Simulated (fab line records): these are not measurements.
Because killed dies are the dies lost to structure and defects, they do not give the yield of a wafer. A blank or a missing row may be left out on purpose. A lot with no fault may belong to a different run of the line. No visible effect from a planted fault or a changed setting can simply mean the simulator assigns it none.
Which tool did it?    flow ritCmos    42 wafers from 14 lots sampled at 2 of the route's 202 steps

## WHAT THE GAUGES SHOWED, per wafer
Not one reading of a measure or inspect step in the record can be checked against a usual standard deviation.

## EACH LOT AND THE TOOL THAT RAN IT (in order: tool; ch and the chambers of the sampled wafers; start)
lot   RIT_PSD_STRIP_09                    RIT_M1_PROBE_99
L395  plasmaAsher-01 ch 0,1, day 3 03:46  prober-02, day 3 13:12
L396  plasmaAsher-02 ch 0,1, day 3 10:41  prober-01, day 3 18:53
L397  plasmaAsher-01 ch 0,1, day 3 16:17  prober-02, day 4 00:37
L398  plasmaAsher-02 ch 0,1, day 3 18:41  prober-01, day 4 02:53
L400  plasmaAsher-01 ch 0,1, day 4 06:17  prober-02, day 4 14:22
L401  plasmaAsher-02 ch 0,1, day 4 10:11  prober-01, day 4 18:17
L402  plasmaAsher-03 ch 0,1, day 4 20:41  prober-02, day 5 04:50
L404  plasmaAsher-02 ch 0,1, day 5 06:43  prober-01, day 5 15:01
L405  plasmaAsher-03 ch 0,1, day 5 07:04  prober-02, day 5 16:31
L406  plasmaAsher-01 ch 0,1, day 5 22:15  prober-01, day 6 06:51
L407  plasmaAsher-03 ch 0,1, day 6 09:53  prober-02, day 6 18:03
L408  plasmaAsher-03 ch 0,1, day 6 18:23  prober-01, day 7 03:14
L410  plasmaAsher-01 ch 0, day 6 20:29    prober-02, day 7 04:41
L418  plasmaAsher-03 ch 0, day 8 01:20    prober-02, day 8 09:37
- RIT_PSD_STRIP_09: strips in O2, time 180 s.
- RIT_M1_PROBE_99

## WHAT THE TOOLS THEMSELVES READ (means of the sampled wafers that have a number; where no wafer has one, the mark that the record gives instead)
RIT_PSD_STRIP_09. Usual: chamberPressureMTorr 4000 mTorr, standard deviation 3.4; drypumpMotorCurrentA 6.1 A, standard deviation 0.36; rfReflPowerW 7.0 W, standard deviation 1.5.
lot   tool            chamberPressureMTorr (mTorr)  drypumpMotorCurrentA (A)  rfReflPowerW (W)  flag
L395  plasmaAsher-01  4002                          5.6                       8.2               
L396  plasmaAsher-02  4003                          6.4                       5.2               
L397  plasmaAsher-01  3999                          5.6                       8.4               
L398  plasmaAsher-02  3997                          6.4                       5.2               
L400  plasmaAsher-01  4000                          5.7                       8.1               
L401  plasmaAsher-02  4003                          6.5                       6.5               
L402  plasmaAsher-03  4001                          6.2                       6.2               
L404  plasmaAsher-02  4001                          6.4                       5.4               
L405  plasmaAsher-03  4000                          6.2                       6.2               
L406  plasmaAsher-01  4000                          5.7                       8.3               
L407  plasmaAsher-03  3998                          6.2                       6.5               
L408  plasmaAsher-03  -                             -                         -                 OFF
L410  plasmaAsher-01  -                             -                         -                 OFF
L418  plasmaAsher-03  3998                          6.0                       6.1               

RIT_M1_PROBE_99. Usual: killedAtContacts 0.1, standard deviation 0.23; killedAtFrontEnd 6.6, standard deviation 2.9; killedDies 6.7, standard deviation 3; killedOnRim 1.7, standard deviation 1.4; killedOpen 3.5, standard deviation 2.1; killedShort 3.2, standard deviation 1.8.
lot   tool       killedAtContacts  killedAtFrontEnd  killedDies  killedOnRim  killedOpen  killedShort  flag
L395  prober-02  0.0               7.3               7.3         0.3          3.0         4.3          
L396  prober-01  0.3               9.7               10.0        4.0          3.7         6.3          
L397  prober-02  0.0               4.3               4.3         1.0          2.0         2.3          
L398  prober-01  0.3               6.7               7.0         2.0          3.7         3.3          
L400  prober-02  0.0               5.0               5.0         1.0          3.0         2.0          
L401  prober-01  0.0               8.0               8.0         2.0          4.3         3.7          
L402  prober-02  0.0               6.7               6.7         1.0          5.0         1.7          
L404  prober-01  0.0               6.3               6.3         2.0          3.7         2.7          
L405  prober-02  0.0               5.7               5.7         2.0          0.7         5.0          
L406  prober-01  0.0               8.7               8.7         2.3          6.3         2.3          
L407  prober-02  0.0               4.3               4.3         1.3          2.3         2.0          
L408  prober-01  0.0               264.0             264.0       70.0         2.3         3.0          OFF
L410  prober-02  0.0               264.0             264.0       70.0         1.0         1.3          OFF
L418  prober-02  0.0               6.7               6.7         1.7          2.7         4.0          

## THE ANSWER, worked out from the rows above alone
Rule: a lot is off if the mean of its wafers that have a number lies more than 3 standard deviations from the usual mean. Also off: a lot with no number at a reading for which 4 or more lots have one. The other lots that the step has rows for count as sound. Order of review: gauges by route order, followed by the tools' own readings, for which a lot's mean as printed above is used. At the first step where some lot is off, the reading lying furthest off is the one used; lots without a number count as furthest.
Off, at RIT_PSD_STRIP_09 on chamberPressureMTorr: L408, L410. Without a number there: L408, L410.
A tool fits if, at that step or a process step before it, it ran every lot that is off, and no sound lot after the first of them. Not one of the candidates tried fits.

## WHAT THE SIMULATOR HAD PUT IN
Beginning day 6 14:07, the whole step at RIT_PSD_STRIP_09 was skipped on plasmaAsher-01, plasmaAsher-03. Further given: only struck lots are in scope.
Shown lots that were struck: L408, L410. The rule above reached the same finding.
